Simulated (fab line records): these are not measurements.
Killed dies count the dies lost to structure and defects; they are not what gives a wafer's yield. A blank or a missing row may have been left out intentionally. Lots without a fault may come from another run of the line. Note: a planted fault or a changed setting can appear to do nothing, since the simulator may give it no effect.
fab line records	flow ritCmos
record: lots: 5	wafers: 15	lastDay: 6
route steps=202 shown CONTACT@172 M1@184
lots untouched by any fault: they come from a run of this same line in which no faults occurred
startH: start of the lot's first displayed wafer, in hours after the record's first day	waitH: how many hours have passed since the lot's step before this one	" repeats the value in the row above	L1.1+2: a row that stands for several wafers	- no value present, or no start provided	* or withheld: withheld	< > ~ a bound
route shown NAME@n: a module of which the file shows steps, and the number in the route of the first	usual: average and standard deviation across the fault-free wafers	same: alike in all rows	chamber/n: place in a boat	sites: the reading at each site	_std_site: standard deviation across them	_edge_site: inner sites' mean taken away from outer sites' mean	radiusMm: how far each site lies from the wafer's centre	mask NAME#n: copy n	behind: the most recent tool/chamber to have shaped the wafer	hold: the reason the lot was held/the length of the hold in hours/how it ended	device: transistor that didn't switch, given as n, p or np	end of line: tests run on the same wafers once the route is complete	a step given without rows: its recipe and nothing more	killed: the dies lost at the first sort to structure and to defects; this is not the yield of the wafer	map: dies across one wafer; x = killed, . = not, _ = none there
set.NAME: setting as actually run; set.NAME@STEP: the setting as run at that earlier step	model.NAME: the simulator's own value behind a step, which no gauge read
lots at selected steps of the route; one table per step, one row per wafer
services: the hour from which a tool's chamber was out of use, counted from the record's first day as startH (under 0 if before that day), plus the number of hours and why
== steps ==
step: RIT_CONTACT_SOFTBAKE_04
recipe: resist: NOVOLAK	tempC: 90	timeS: 60
step: RIT_CONTACT_EXPOSE_05
recipe: maskId: M11	na: 0.6	sourceShape: conventional	sigmaOuter: 0.5	targetCdNm: 1000	doseMj: 250
step: RIT_CONTACT_PEB_06
recipe: resist: NOVOLAK	tempC: withheld	timeS: withheld
step: RIT_CONTACT_DEVELOP_07
recipe: resist: NOVOLAK	developTimeS: 120	devTempC: 23
step: RIT_CONTACT_CD_MEAS_08
recipe: targetCdNm: 1000
usual: cdNm: 999.3/2.1
lot.wafer	tool	chamber	startH	waitH	cdNm
L745.1	cdSem-02	-	51.52	-	999.9
L745.4	"	-	"	"	1000.4
L745.6	"	-	"	"	1001.4
L746.1	cdSem-02	-	57.31	-	998.1
L746.2	"	-	"	"	1000.4
L746.4	"	-	"	"	1001.6
L756.2	cdSem-01	-	106.32	-	1000.1
L756.3	"	-	"	"	999.4
L756.4	"	-	"	"	997.7
L760.1	cdSem-02	-	126.18	-	999.0
L760.2	"	-	"	"	998.4
L760.6	"	-	"	"	998.5
L762.1	cdSem-01	-	137.86	-	1000.2
L762.2	"	-	"	"	997.6
L762.5	"	-	"	"	999.3
step: RIT_CONTACT_OVL_MEAS_09
usual: CONTACT_OVL: -0.8/1.2
lot.wafer	tool	chamber	startH	waitH	CONTACT_OVL[nm]
L745.1	overlay-02	-	51.64	0.1	1.6
L745.4	"	-	"	"	0.1
L745.6	"	-	"	"	1.1
L746.1	overlay-02	-	57.43	0.1	-0.2
L746.2	"	-	"	"	-1.4
L746.4	"	-	"	"	-0.3
L756.2	overlay-01	-	106.43	0.1	-1.0
L756.3	"	-	"	"	-2.1
L756.4	"	-	"	"	-3.0
L760.1	overlay-02	-	126.30	0.1	-2.4
L760.2	"	-	"	"	-3.3
L760.6	"	-	"	"	-1.8
L762.1	overlay-02	-	137.98	0.1	0.3
L762.2	"	-	"	"	0.6
L762.5	"	-	"	"	2.1
step: RIT_CONTACT_HARDBAKE_10
recipe: resist: NOVOLAK	tempC: 140	timeS: 60
step: RIT_CONTACT_ETCH_11
recipe: targetDepthA: 4800	overEtchFrac: 0.2	stopOn: TiSi2	chemistry: CHF3/CF4/Ar	target: SiO2	CHF3_flow_sccm: 50	cf4FlowSccm: 10	Ar_flow_sccm: 100	O2_flow_sccm: 5	pressureMtorr: 100	rfW: 200	timeS: 320
usual: CHF3_flow_sccm: 49.98/0.14	drypumpMotorCurrentA: 5.7/0.51	oesProductAu: 0.989/0.018	throttleValvePct: 8.84/0.11
same: overEtchFrac: 0.2
lot.wafer	tool	chamber	startH	waitH	CHF3_flow_sccm	drypumpMotorCurrentA	oesProductAu	rfHoursCounterH	throttleValvePct
L745.1	rieDiel-03	1	51.82	0.1	49.91	5.8	0.996	3	8.88
L745.4	"	3	"	"	50.00	6.2	0.968	139	8.90
L745.6	"	1	"	"	49.83	5.8	0.996	-	8.86
L746.1	rieDiel-03	1	57.61	0.1	50.18	5.8	0.984	3	8.86
L746.2	"	2	"	"	49.92	5.8	1.010	6	9.08
L746.4	"	3	"	"	49.66	6.2	0.967	139	8.90
L756.2	rieDiel-01	0	106.61	0.1	50.06	5.8	1.021	130	8.82
L756.3	"	3	"	"	49.66	4.8	0.951	36	8.88
L756.4	"	3	"	"	49.80	4.7	0.964	-	8.88
L760.1	rieDiel-02	3	126.48	0.1	50.20	5.1	0.984	3	8.75
L760.2	"	0	"	"	49.90	5.9	0.990	118	8.84
L760.6	"	2	"	"	49.99	5.2	0.970	-	8.68
L762.1	rieDiel-03	2	138.16	0.1	49.85	5.7	1.011	7	9.06
L762.2	"	0	"	"	49.93	4.9	1.010	16	8.69
L762.5	"	1	"	"	50.11	5.7	0.990	-	8.88
step: RIT_CONTACT_STRIP_12
recipe: chemistry: O2	timeS: 185.1	resist: NOVOLAK	platenTempC: withheld	powerW: 500	pressureMtorr: 4000	o2FlowSccm: 4000
usual: drypumpMotorCurrentA: 5.7/0.49
lot.wafer	tool	chamber	startH	waitH	drypumpMotorCurrentA	rfHoursCounterH
L745.1	plasmaAsher-03	1	52.02	0.1	6.1	42
L745.4	"	1	"	"	6.1	-
L745.6	"	0	"	"	5.8	-
L746.1	plasmaAsher-02	0	57.81	0.1	5.1	27
L746.2	"	1	"	"	4.9	27
L746.4	"	0	"	"	5.1	-
L756.2	plasmaAsher-03	1	106.80	0.1	6.0	48
L756.3	"	1	"	"	6.0	-
L756.4	"	0	"	"	5.8	-
L760.1	plasmaAsher-02	0	126.68	0.1	5.1	34
L760.2	"	1	"	"	4.9	34
L760.6	"	0	"	"	5.1	-
L762.1	plasmaAsher-02	0	138.36	0.1	5.1	36
L762.2	"	1	"	"	4.9	36
L762.5	"	1	"	"	4.9	-
step: RIT_CONTACT_CD_MEAS_90
recipe: targetCdNm: 1000
usual: cdNm: 999.2/2.2
lot.wafer	tool	chamber	startH	waitH	cdNm
L745.1	cdSem-02	-	52.19	0.1	999.6
L745.4	"	-	"	"	999.9
L745.6	"	-	"	"	1001.4
L746.1	cdSem-01	-	57.98	0.1	998.0
L746.2	"	-	"	"	1000.3
L746.4	"	-	"	"	1001.3
L756.2	cdSem-01	-	107.00	0.1	1000.9
L756.3	"	-	"	"	999.7
L756.4	"	-	"	"	997.6
L760.1	cdSem-01	-	126.85	0.1	998.9
L760.2	"	-	"	"	998.1
L760.6	"	-	"	"	998.1
L762.1	cdSem-01	-	138.53	0.1	999.7
L762.2	"	-	"	"	997.2
L762.5	"	-	"	"	999.8
step: RIT_CONTACT_CLEAN_13
recipe: chemistry: SC1	mix: 3:3:50	timeS: 600	tempC: 75
step: RIT_CONTACT_CLEAN_14
recipe: chemistry: SC2	mix: 3:3:50	timeS: 600	tempC: 75	dry: n2Spin
step: RIT_M1_SPUTTER_00
recipe: material: Al	targetThkNm: 400	powerW: 2000	chamberPressurePa: 0.4	gas: Ar	timeS: 500	substrateTempC: 25
usual: cathodeDcPowerW: 2000.0/0.35	throttleValvePct: 29.4/1.1
lot.wafer	tool	chamber	startH	waitH	cathodeDcPowerW	throttleValvePct	model.Al_of_M1_SPUTTER_00.thkNm
L745.1	pvdSputter-04	-	52.69	0.0	2000.4	27.7	395.1
L745.4	"	-	"	"	1999.9	30.0	401.6
L745.6	"	-	"	"	1999.5	28.9	406.8
L746.1	pvdSputter-02	-	58.47	0.0	2000.0	29.1	401.1
L746.2	"	-	"	"	1999.8	31.4	394.7
L746.4	"	-	"	"	2000.1	29.2	399.3
L756.2	pvdSputter-02	-	107.48	0.0	1999.7	29.2	393.7
L756.3	"	-	"	"	2130.1	30.1	421.7
L756.4	"	-	"	"	2000.4	31.7	390.2
L760.1	pvdSputter-04	-	127.32	0.0	2000.8	30.0	405.2
L760.2	"	-	"	"	2000.4	28.0	408.8
L760.6	"	-	"	"	2000.0	30.5	403.4
L762.1	pvdSputter-04	-	139.00	0.0	1999.8	28.0	400.2
L762.2	"	-	"	"	1999.8	30.3	398.8
L762.5	"	-	"	"	2000.0	28.5	404.1
step: RIT_M1_RS_MEAS_01
recipe: thkMeasGauge: four-point-probe	reads: Al_of_M1_SPUTTER_00
usual: M1_AL_RS: 0.0735/0.0011
lot.wafer	tool	chamber	startH	waitH	M1_AL_RS[ohm/sq]
L745.1	filmMetro-02	-	52.99	0.1	0.0744
L745.4	"	-	"	"	0.0730
L745.6	"	-	"	"	0.0723
L746.1	filmMetro-03	-	58.76	0.1	0.0732
L746.2	"	-	"	"	0.0744
L746.4	"	-	"	"	0.0735
L756.2	filmMetro-02	-	107.79	0.2	0.0746
L756.3	"	-	"	"	0.0696
L756.4	"	-	"	"	0.0754
L760.1	filmMetro-03	-	127.62	0.1	0.0724
L760.2	"	-	"	"	0.0716
L760.6	"	-	"	"	0.0728
L762.1	filmMetro-02	-	139.30	0.1	0.0736
L762.2	"	-	"	"	0.0737
L762.5	"	-	"	"	0.0728
step: RIT_M1_THK_MEAS_02
recipe: thkMeasGauge: xrf	reads: Al_of_M1_SPUTTER_00
usual: M1_AL_THK: 399/6.5
lot.wafer	tool	chamber	startH	waitH	M1_AL_THK[nm]
L745.1	filmMetro-02	-	53.11	0.1	393
L745.4	"	-	"	"	400
L745.6	"	-	"	"	405
L746.1	filmMetro-03	-	58.88	0.1	405
L746.2	"	-	"	"	396
L746.4	"	-	"	"	403
L756.2	filmMetro-02	-	107.90	0.1	392
L756.3	"	-	"	"	420
L756.4	"	-	"	"	387
L760.1	filmMetro-03	-	127.74	0.1	406
L760.2	"	-	"	"	411
L760.6	"	-	"	"	407
L762.1	filmMetro-02	-	139.42	0.1	397
L762.2	"	-	"	"	397
L762.5	"	-	"	"	400
step: RIT_M1_HMDS_03
recipe: primeTimeS: 60	primeTempC: 140
step: RIT_M1_PROBE_99
usual: defectLimitedYield: 97.4/1.2	killedAtContacts: 0.1/0.29	killedAtFrontEnd: 7/3	killedDies: 7/3	killedOpen: 3.5/2	killedShort: 3.4/2	sort_bin_3_pad_short: 0.1/0.19	sort_bin_5_function: 1.5/0.77	sort_bin_6_memory: 1.0/0.7	sortNPass: 257/3	sortYieldPct: 97.4/1.2
same: grossDies: 264	killed_at_M0_to_M3: 0	killed_at_M4_up: 0	killedAtBackSide: 0	killedAtOther: 0
lot.wafer	tool	chamber	startH	waitH	defectLimitedYield[%]	killedAtContacts	killedAtFrontEnd	killedDies	killedOpen	killedShort	sort_bin_3_pad_short[%]	sort_bin_5_function[%]	sort_bin_6_memory[%]	sortNPass	sortYieldPct[%]	model.etest.m1.rsOhmSq
L745.1	prober-01	-	56.71	0.1	97.0	0	8	8	5	3	0	2.3	0.8	256	97.0	0.07313
L745.4	prober-01	-	56.86	0.2	95.5	0	12	12	9	3	0	3.0	1.5	252	95.5	0.07272
L745.6	prober-01	-	56.96	0.2	95.1	1	12	13	6	7	0.8	2.3	1.9	251	95.1	0.07134
L746.1	prober-02	-	62.48	0.1	95.5	0	12	12	4	8	0	3.4	1.1	252	95.5	0.07263
L746.2	prober-02	-	62.53	0.1	97.7	0	6	6	2	4	0	1.5	0.8	258	97.7	0.07345
L746.4	prober-02	-	62.63	0.2	98.1	0	5	5	2	3	0	1.9	0	259	98.1	0.07322
L756.2	prober-02	-	111.67	0.1	97.7	0	6	6	2	4	0.4	0.8	1.1	258	97.7	0.07394
L756.3	prober-02	-	111.72	0.2	98.9	0	3	3	3	0	0	0.8	0.4	261	98.9	0.06871
L756.4	prober-02	-	111.77	0.2	99.2	0	2	2	2	0	0	0.4	0.4	262	99.2	0.07406
L760.1	prober-02	-	131.46	0.1	98.1	0	5	5	4	1	0.4	0.8	0.8	259	98.1	0.07138
L760.2	prober-02	-	131.51	0.1	98.1	0	5	5	4	1	0	1.1	0.8	259	98.1	0.07107
L760.6	prober-02	-	131.71	0.2	98.5	0	4	4	1	3	0	1.5	0	260	98.5	0.07221
L762.1	prober-02	-	143.18	0.1	96.6	1	8	9	5	4	0	2.3	1.1	255	96.6	0.07265
L762.2	prober-02	-	143.23	0.1	97.7	0	6	6	1	5	0.4	1.1	0.8	258	97.7	0.07283
L762.5	prober-02	-	143.38	0.2	98.5	0	4	4	0	4	0.4	0.8	0.4	260	98.5	0.07224
killed by level:class
L745.1 FOX2:geometricParticle:open=2 GATE:geometricParticle:short=2 SPACER:geometricParticle:open=2 FOX2:geometricParticle:short=1 GATE:geometricParticle:open=1
L745.4 GATE:geometricParticle:open=4 FOX2:geometricParticle:short=2 REOX:geometricParticle:open=2 FOX1:geometricParticle:open=1 GATE:geometricParticle:short=1 SPACER:geometricParticle:open=1 SILICIDE:geometricParticle:open=1
L745.6 SPACER:geometricParticle:open=3 SPACER:geometricParticle:short=3 GATE:geometricParticle:short=2 SILICIDE:geometricParticle:open=1 GATE:geometricParticle:open=1 REOX:geometricParticle:open=1 SILICIDE:geometricParticle:short=1 CONTACT:geometricParticle:short=1
L746.1 REOX:geometricParticle:short=3 GATE:geometricParticle:open=2 SILICIDE:geometricParticle:short=2 FOX1:geometricParticle:short=1 FOX1:geometricParticle:open=1 FOX2:geometricParticle:open=1 FOX2:geometricParticle:short=1 GATE:geometricParticle:short=1
L746.2 FOX1:geometricParticle:short=1 GATE:geometricParticle:short=1 GATE:geometricParticle:open=1 REOX:geometricParticle:short=1 SPACER:geometricParticle:short=1 SILICIDE:geometricParticle:open=1
L746.4 FOX1:geometricParticle:short=1 FOX1:geometricParticle:open=1 GATE:geometricParticle:short=1 REOX:geometricParticle:short=1 SILICIDE:geometricParticle:open=1
L756.2 FOX1:geometricParticle:open=2 FOX1:geometricParticle:short=2 GATE:geometricParticle:short=1 SPACER:geometricParticle:short=1
L756.3 SPACER:geometricParticle:open=2 GATE:geometricParticle:open=1
L756.4 GATE:geometricParticle:open=2
L760.1 GATE:geometricParticle:open=3 GATE:geometricParticle:short=1 SPACER:geometricParticle:open=1
L760.2 SPACER:geometricParticle:open=2 REOX:geometricParticle:open=1 GATE:geometricParticle:short=1 SILICIDE:geometricParticle:open=1
L760.6 FOX1:geometricParticle:short=1 FOX1:geometricParticle:open=1 GATE:geometricParticle:short=1 REOX:geometricParticle:short=1
L762.1 SPACER:geometricParticle:open=2 SILICIDE:geometricParticle:short=2 FOX1:geometricParticle:open=1 FOX1:geometricParticle:short=1 GATE:geometricParticle:short=1 GATE:geometricParticle:open=1 CONTACT:geometricParticle:open=1
L762.2 FOX1:geometricParticle:short=2 GATE:geometricParticle:short=1 REOX:geometricParticle:open=1 REOX:geometricParticle:short=1 SPACER:geometricParticle:short=1
L762.5 GATE:geometricParticle:short=2 REOX:geometricParticle:short=1 SILICIDE:geometricParticle:short=1
== services ==
tool	chamber	startH	hours	kind
rieDiel-02	-	37.46	14.6	pm
rieDiel-01	-	42.55	0.4	repair
rieDiel-02	2	52.72	4.6	repair
pvdSputter-04	-	53.40	2.1	repair
rieDiel-01	1	55.66	-	clean
rieDiel-01	1	55.66	24.1	scheduledDown
rieDiel-01	1	55.66	24.1	ventCycle
rieDiel-01	3	63.31	4.3	repair
rieDiel-02	2	75.81	2.2	repair
rieDiel-01	-	89.55	1.4	repair
pvdSputter-02	-	90.81	4.8	repair
rieDiel-01	1	97.98	8.9	repair
plasmaAsher-02	-	106.27	1.4	repair
rieDiel-02	-	108.23	2.8	pm
pvdSputter-02	-	118.16	1.0	repair
rieDiel-02	-	121.50	1.7	repair
== key ==
firstSign: step: RIT_M1_SPUTTER_00	reading: cathodeDcPowerW	direction: up	sigmas: 99+	usual: 2000.0	struck: 2130.1
effect: step: RIT_M1_RS_MEAS_01	reading: M1_AL_RS	direction: down	sigmas: 3.7	usual: 0.0735	struck: 0.0696
effect: step: RIT_M1_THK_MEAS_02	reading: M1_AL_THK	direction: up	sigmas: 3.2	usual: 399	struck: 420
modelEffect: step: RIT_M1_SPUTTER_00	value: Al_of_M1_SPUTTER_00.thkNm	without: 395.8	struck: 421.7
modelEffect: step: RIT_M1_PROBE_99	value: etest.m1.rsOhmSq	without: 0.07322	struck: 0.06871
metAt RIT_M1_SPUTTER_00
struckWafers L756.3
fault: kind: processParameterDrift	tool: pvdSputter-02	chamber: -	onsetH: 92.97	steps: RIT_M1_SPUTTER_00	channel: powerW	offset: 129.69	shape: step	endH: 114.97	stated: 2000	scope: struckWafersOnly
